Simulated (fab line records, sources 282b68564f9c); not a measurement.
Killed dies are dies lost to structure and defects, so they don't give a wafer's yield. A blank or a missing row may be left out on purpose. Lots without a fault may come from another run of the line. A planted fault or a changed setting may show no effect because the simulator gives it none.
Split-lot experiment | flow rit_cmos | 5 lots, 23 wafers read, on a route of 202 steps

THE SPLIT
At RIT_NWELL_COAT_01 (resist thk 1300 nm), the setting resist_thk_nm was moved away from the recipe's 1300 nm on 6 of the 23 wafers read, by -2.0% to +5.9%. The other wafers ran this setting at the recipe's value.

FROM THE SPLIT TO THE READING: what the file shows between them, 3 steps
- RIT_NWELL_SOFTBAKE_02: time 60 s
- RIT_NWELL_EXPOSE_03: exposes mask M2, target cd 43900 nm
- RIT_NWELL_DEVELOP_05: develop time 68 s

THE READING
NOVOLAK_of_NWELL_COAT_01.thk_nm (the simulator's own value, which no gauge read), in nm, at RIT_NWELL_HARDBAKE_07 (time 120 s). The file gives no usual value for it. The 17 wafers here that ran the recipe average 1140 nm, standard deviation 2.5 nm.

wafer  | tool, chamber at the split | resist_thk_nm as run, nm | against the recipe | NOVOLAK_of_NWELL_COAT_01.thk_nm, nm | against lot-mates on the recipe
L076.1 | litho_track-04, 0          | 1300                     | recipe             | 1141                                | -
L076.2 | litho_track-04, 0          | 1377                     | +5.9%              | 1213                                | +70
L076.3 | litho_track-04, 0          | 1377                     | +5.9%              | 1212                                | +70
L076.6 | litho_track-04, 0          | 1377                     | +5.9%              | 1212                                | +70
L076.5 | litho_track-04, 0          | 1300                     | recipe             | 1144                                | -
L078.1 | litho_track-04, 0          | 1300                     | recipe             | 1140                                | -
L078.2 | litho_track-04, 0          | 1300                     | recipe             | 1140                                | -
L078.6 | litho_track-04, 0          | 1300                     | recipe             | 1140                                | -
L078.4 | litho_track-04, 0          | 1300                     | recipe             | 1143                                | -
L078.5 | litho_track-04, 0          | 1300                     | recipe             | 1141                                | -
L080.3 | litho_track-04, 0          | 1300                     | recipe             | 1144                                | -
L080.5 | litho_track-04, 0          | 1300                     | recipe             | 1142                                | -
L080.6 | litho_track-04, 0          | 1300                     | recipe             | 1142                                | -
L081.1 | litho_track-01, 0          | 1300                     | recipe             | 1137                                | -
L081.5 | litho_track-01, 0          | 1300                     | recipe             | 1137                                | -
L081.2 | litho_track-01, 0          | 1300                     | recipe             | 1141                                | -
L081.4 | litho_track-01, 0          | 1300                     | recipe             | 1141                                | -
L081.6 | litho_track-01, 0          | 1300                     | recipe             | 1140                                | -
L082.2 | litho_track-02, 0          | 1274                     | -2.0%              | 1115                                | -21
L082.4 | litho_track-02, 0          | 1274                     | -2.0%              | 1115                                | -21
L082.3 | litho_track-02, 0          | 1274                     | -2.0%              | 1113                                | -23
L082.5 | litho_track-02, 0          | 1300                     | recipe             | 1135                                | -
L082.6 | litho_track-02, 0          | 1300                     | recipe             | 1137                                | -

THE FIT
A straight line over all 23 wafers: NOVOLAK_of_NWELL_COAT_01.thk_nm changes by +12.3 nm for each +1% of resist_thk_nm; r = +1.00; the points scatter about the line by 2.3 nm.
The same after taking each lot's own level away (the mean of its wafers on the recipe; 23 wafers): +11.7 nm for each +1%; r = +1.00; scatter 1.4 nm.
On that fit, the largest move of resist_thk_nm shifts the reading by 69 nm.
The lots' own levels span 1136.0 to 1142.7 nm, that is 2.7 times the standard deviation above.
So the lot-to-lot level changes the slope little: the two slopes agree.
Check: with one of the wafers moved furthest among these (+5.9%) left out of the fit, the line predicts +68.9 nm for it against its lot-mates. It came out at +70.5 nm against them.

OTHER SPLITS ON THESE WAFERS
These wafers also went through other splits before the reading. Each is held against what the fit with the lots' levels taken away leaves over:
other split on the same wafers    | wafers away from the commonest value | r with NOVOLAK_of_NWELL_COAT_01.thk_nm (lot level and that fit taken away)
RIT_ACTIVE_OXIDATION_01 ox_time_s | 18                                   | +0.17
RIT_ACTIVE_COAT_06 resist_thk_nm  | 7                                    | +0.28
RIT_ACTIVE_ETCH_13 over_etch_frac | 9                                    | -0.30

THE WHOLE CHAIN: every reading that the file lists as answering this split, in the file's order
step                  | what it does       | reading                                                                          | change (the file's fit)              | r (the file's)
RIT_NWELL_COAT_01     | resist thk 1300 nm | NOVOLAK_of_NWELL_COAT_01.thk_nm (the simulator's own value, which no gauge read) | +13.6 nm for each +1% of the setting | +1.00
RIT_NWELL_HARDBAKE_07 | time 120 s         | NOVOLAK_of_NWELL_COAT_01.thk_nm (the simulator's own value, which no gauge read) | +11.7 nm for each +1% of the setting | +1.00

THE FILE'S OWN FIT
NOVOLAK_of_NWELL_COAT_01.thk_nm changes by +11.7 nm for each +1% of resist_thk_nm, r = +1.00.
